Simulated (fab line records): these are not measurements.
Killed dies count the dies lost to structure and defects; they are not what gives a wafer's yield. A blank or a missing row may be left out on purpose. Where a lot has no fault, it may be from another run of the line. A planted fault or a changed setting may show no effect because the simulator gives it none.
fab line records	flow ritCmos
record: lots: 7	wafers: 21	lastDay: 8
route steps=202 shown GATE@77 FOX2@80
lots that met no fault: from a run of the same line without faults
startH: the number of hours between the record's first day and the start of the first shown wafer of the lot	waitH: hours elapsed since this lot's preceding step	" unchanged from the row above	L1.1+2: a single row standing in for several wafers	- no value, or no start given	* or withheld: withheld	< > ~ a bound
route shown NAME@n: NAME is a module with steps in the file, n the number in the route of the first one	usual: mean and standard deviation over wafers with no fault	same: alike in all rows	chamber/n: place in a boat	sites: each site's reading	_std_site: standard deviation of those values	_edge_site: outer sites' mean less inner sites'	radiusMm: for every site, how far away it sits from the centre of the wafer	mask NAME#n: copy n	behind: the tool/chamber that last shaped the wafer	hold: reason for holding the lot/hours on hold/outcome of the hold	device: names the non-switching transistor (n, p or np)	end of line: the same wafers' tests at the end of the route	a step given without rows: its recipe and nothing more	killed: at the first sort, the dies lost to defects and structure; wafer yield is something else	map: a wafer's dies, marking killed ones x, the rest . and places with no die _
set.NAME: setting as actually run; set.NAME@STEP: the setting as run at that earlier step	model.NAME: the simulator's own value behind a step, which no gauge read
certain route steps with their lots: each step a table, each wafer a row
services: when a tool's chamber went out of use (startH, in hours from the record's first day, below 0 if earlier), for how many hours, and the reason
== steps ==
step: RIT_GATE_CLEAN_02
recipe: chemistry: dHF	dilution: 50:1	timeS: 30
step: RIT_GATE_CLEAN_03
recipe: chemistry: SC2	mix: 3:3:50	timeS: 600	tempC: 75	dry: n2Spin
step: RIT_GATE_CLEAN_04
recipe: chemistry: dHF	dilution: 50:1	timeS: 60	dry: n2Spin
step: RIT_FOX2_THK_MEAS_91
recipe: reads: SiO2_of_FOX2_OXIDATION_00
usual: FIELD_OXIDE_LEFT_2_THK: 261/8
lot.wafer	tool	chamber	startH	waitH	FIELD_OXIDE_LEFT_2_THK[nm]
L141.1	filmMetro-03	-	55.57	0.0	278
L141.2	"	-	"	"	272
L141.6	"	-	"	"	271
L143.2	filmMetro-01	-	63.10	0.0	254
L143.3	"	-	"	"	258
L143.6	"	-	"	"	249
L145.1	filmMetro-04	-	74.35	0.0	266
L145.2	"	-	"	"	268
L145.4	"	-	"	"	265
L146.2	filmMetro-01	-	79.37	0.0	283
L146.5	"	-	"	"	274
L146.6	"	-	"	"	273
L147.1	filmMetro-04	-	88.73	0.0	264
L147.4	"	-	"	"	257
L147.6	"	-	"	"	265
L158.1	filmMetro-04	-	142.44	0.0	242
L158.3	"	-	"	"	241
L158.4	"	-	"	"	242
L160.2	filmMetro-03	-	149.93	0.0	253
L160.3	"	-	"	"	252
L160.5	"	-	"	"	259
step: RIT_GATE_OXIDATION_05
recipe: tempC: 900	ambient: O2	targetThkA: 30	oxTimeS: 270
step: RIT_GATE_ANNEAL_06
recipe: tempC: 900	timeS: 600	ambient: N2O
step: RIT_GATE_THK_MEAS_07
recipe: reads: SiO2_of_GATE_OXIDATION_05
usual: GATE_OXIDE_THK: 3.00/0.072
lot.wafer	tool	chamber	startH	waitH	GATE_OXIDE_THK[nm]
L141.1	filmMetro-01	-	58.73	0.0	2.98
L141.2	"	-	"	"	2.95
L141.6	"	-	"	"	3.00
L143.2	filmMetro-01	-	64.49	0.0	3.01
L143.3	"	-	"	"	3.11
L143.6	"	-	"	"	3.05
L145.1	filmMetro-01	-	75.90	0.0	2.92
L145.2	"	-	"	"	3.02
L145.4	"	-	"	"	2.92
L146.2	filmMetro-01	-	83.30	0.0	3.05
L146.5	"	-	"	"	3.12
L146.6	"	-	"	"	3.02
L147.1	filmMetro-03	-	91.46	0.0	2.95
L147.4	"	-	"	"	2.95
L147.6	"	-	"	"	3.01
L158.1	filmMetro-04	-	148.79	0.0	3.02
L158.3	"	-	"	"	3.00
L158.4	"	-	"	"	3.03
L160.2	filmMetro-01	-	160.73	0.0	2.98
L160.3	"	-	"	"	3.07
L160.5	"	-	"	"	3.01
step: RIT_GATE_CVD_08
recipe: material: poly-Si	targetThkNm: 250	tempC: 610	precursor: SiH4	timeS: 2220	pressureMtorr: 300	sih4FlowSccm: 100
step: RIT_GATE_THK_MEAS_09
recipe: reads: poly-Si_of_GATE_CVD_08
usual: GATE_POLY_THK: 250/3.2
lot.wafer	tool	chamber	startH	waitH	GATE_POLY_THK[nm]
L141.1	filmMetro-03	-	64.00	0.0	247
L141.2	"	-	"	"	247
L141.6	"	-	"	"	248
L143.2	filmMetro-04	-	67.04	0.0	254
L143.3	"	-	"	"	254
L143.6	"	-	"	"	253
L145.1	filmMetro-01	-	77.86	0.0	249
L145.2	"	-	"	"	249
L145.4	"	-	"	"	248
L146.2	filmMetro-03	-	84.98	0.0	249
L146.5	"	-	"	"	248
L146.6	"	-	"	"	247
L147.1	filmMetro-03	-	93.13	0.0	251
L147.4	"	-	"	"	251
L147.6	"	-	"	"	252
L158.1	filmMetro-01	-	150.46	0.0	242
L158.3	"	-	"	"	240
L158.4	"	-	"	"	240
L160.2	filmMetro-01	-	162.41	0.0	251
L160.3	"	-	"	"	250
L160.5	"	-	"	"	252
step: RIT_GATE_HMDS_10
recipe: primeTimeS: 60	primeTempC: 140
step: RIT_GATE_COAT_11
recipe: resist: NOVOLAK	spinRpm: 4303	resistThkNm: 850
step: RIT_GATE_SOFTBAKE_12
recipe: resist: NOVOLAK	tempC: 90	timeS: 60
step: RIT_GATE_EXPOSE_13
recipe: maskId: M6	na: 0.6	sourceShape: conventional	sigmaOuter: 0.6	targetCdNm: 150	doseMj: 380
usual: exposureDoseMJCm2: 379.9/0.39	focusOffsetNm: -0.1/0.52	na: 0.6/0
lot.wafer	tool	chamber	startH	waitH	mask	exposureDoseMJCm2	focusOffsetNm	na
L141.1	ilineStepper-01	0	64.64	0.2	M6#0	379.8	0.9	0.6
L141.2	"	0	"	"	M6#0	379.2	-0.3	0.6
L141.6	"	0	"	"	M6#0	379.2	-0.2	0.6
L143.2	ilineStepper-01	0	67.69	0.2	M6#0	379.8	0.0	0.6
L143.3	"	0	"	"	M6#0	378.9	0.1	0.6
L143.6	"	0	"	"	M6#0	379.6	0.5	0.6
L145.1	ilineStepper-02	-	78.37	0.1	M6#0	-	-	-
L145.2	"	-	"	"	M6#0	-	-	-
L145.4	"	-	"	"	M6#0	-	-	-
L146.2	ilineStepper-01	-	85.63	0.2	M6#0	-	-	-
L146.5	"	-	"	"	M6#0	-	-	-
L146.6	"	-	"	"	M6#0	-	-	-
L147.1	ilineStepper-02	-	93.77	0.2	M6#0	-	-	-
L147.4	"	-	"	"	M6#0	-	-	-
L147.6	"	-	"	"	M6#0	-	-	-
L158.1	ilineStepper-01	0	151.34	0.5	M6#0	380.3	-0.2	0.6
L158.3	"	0	"	"	M6#0	379.9	0.0	0.6
L158.4	"	0	"	"	M6#0	380.8	-0.8	0.6
L160.2	ilineStepper-01	0	163.25	0.2	M6#0	380.1	0.6	0.6
L160.3	"	0	"	"	M6#0	379.5	0.4	0.6
L160.5	"	0	"	"	M6#0	380.3	0.3	0.6
step: RIT_GATE_PEB_14
recipe: resist: NOVOLAK	tempC: withheld	timeS: withheld
== services ==
tool	chamber	startH	hours	kind
ilineStepper-02	-	106.63	9.2	repair
ilineStepper-01	0	116.15	-	calibration
== key ==
firstSign: step: RIT_GATE_EXPOSE_13	reading: toolRecord	direction: missing
effect none on later readings
metAt RIT_GATE_EXPOSE_13
struckWafers L145.1,L145.2,L145.4,L146.2,L146.5,L146.6,L147.1,L147.4,L147.6
laterRowsLeftOut L145.1,L145.2,L145.4,L146.2,L146.5,L146.6,L147.1,L147.4,L147.6
sortLeftOut L145.1,L145.2,L145.4,L146.2,L146.5,L146.6,L147.1,L147.4,L147.6
testerLeftOut L145,L146,L147
onsetBetween 67.69 78.37
fault: kind: skippedStepWhole	tool: ilineStepper-01,ilineStepper-02	chamber: -	onsetH: 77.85	steps: RIT_GATE_EXPOSE_13	scope: struckLotsOnly
testerLeftOut: of these lots the tester's yield and bins aren't shown, on N5 and GAA mostly nor the transistor test; their killed dies are dies lost to structure and defects alone, not to doping, threshold or leakage, so they don't give the yield
sortLeftOut: the simulated sort isn't trusted on such a fault, so these wafers' sort isn't shown, and their yield isn't known
laterRowsLeftOut: the simulator's readings of these wafers behind a module that went badly wrong aren't trusted and aren't shown, but for the sort
